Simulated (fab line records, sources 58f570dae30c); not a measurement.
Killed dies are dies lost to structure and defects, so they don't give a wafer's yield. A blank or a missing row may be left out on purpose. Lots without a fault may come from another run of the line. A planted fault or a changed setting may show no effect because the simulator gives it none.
Chamber matching | flow berkeley_cmos170 | UCB170_V2_ETCH_14 on rie_diel-02: 4 sister chambers
The step etches SiO2 in CHF3/CF4/Ar, stops on Al, target depth 1250 nm, time 300.3 s. 16 wafers are shown with their chamber, then 8 later ones without.

WAFERS WITH THEIR CHAMBER
wafer  | chamber | throttle_valve_pct (%) | drypump_motor_current_A (A) | oes_product_au (a.u.)
L074.2 | 2       | 7.12                   | 5.7                         | 0.895
L074.4 | 3       | 6.83                   | 6.1                         | 0.861
L074.6 | 0       | 7.12                   | 5.5                         | 0.870
L083.2 | 2       | 7.12                   | 5.8                         | 0.891
L083.3 | 1       | 7.06                   | 5.6                         | 0.863
L083.4 | 3       | 6.85                   | 6.1                         | 0.853
L081.2 | 2       | 7.12                   | 5.7                         | 0.892
L081.4 | 1       | 7.07                   | 5.6                         | 0.865
L081.5 | 3       | 6.84                   | 6.1                         | 0.858
L084.1 | 2       | 7.12                   | 5.8                         | 0.887
L084.2 | 1       | 7.05                   | 5.5                         | 0.865
L084.3 | 3       | 6.84                   | 6.1                         | 0.869
L089.3 | 3       | 6.84                   | 6.1                         | 0.859
L089.5 | 2       | 7.12                   | 5.7                         | 0.898
L089.6 | 3       | 6.84                   | 6.1                         | 0.856
L087.2 | 0       | 7.10                   | 5.5                         | 0.874

SIGNATURES (means of the wafers above)
reading                 | chamber 0 | chamber 1 | chamber 2 | chamber 3 | scatter within a chamber
throttle_valve_pct      | 7.1100    | 7.0600    | 7.1200    | 6.8400    | 0.00707
drypump_motor_current_A | 5.500     | 5.567     | 5.740     | 6.100     | 0.0394
oes_product_au          | 0.87200   | 0.86433   | 0.89260   | 0.85933   | 0.00437
Rule: a wafer's distance from a chamber is the root of the sum, over the readings, of the square of ((its reading less the chamber's mean) divided by the reading's scatter). The wafer belongs to the nearest chamber; if the next one is less than 2 further off, it can't be placed. The scatter: the root of (the sum of the squares of (reading less its chamber's mean) over the shown wafers, divided by (wafers less chambers)).

WAFERS WITHOUT THEIR CHAMBER
wafer  | throttle_valve_pct (%) | drypump_motor_current_A (A) | oes_product_au (a.u.)
L087.3 | 7.11                   | 5.7                         | 0.885
L087.6 | 7.12                   | 5.5                         | 0.871
L094.1 | 7.06                   | 5.6                         | 0.871
L094.2 | 6.83                   | 6.1                         | 0.860
L094.5 | 7.11                   | 5.5                         | 0.872
L092.3 | 7.06                   | 5.6                         | 0.868
L092.4 | 7.11                   | 5.5                         | 0.876
L092.6 | 7.09                   | 5.5                         | 0.866

WHICH CHAMBER EACH WENT THROUGH
wafer  | from the rows above     | in truth
L087.3 | 2                       | 2
L087.6 | 0                       | 0
L094.1 | 1                       | 1
L094.2 | 3                       | 3
L094.5 | 0                       | 0
L092.3 | 1                       | 1
L092.4 | 0                       | 0
L092.6 | can't be placed: 0 or 1 | 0
Placed correctly: 7 of 8. Can't be placed from these rows: 1 (the true chamber is among the candidates in 1). Placed wrongly: 0.
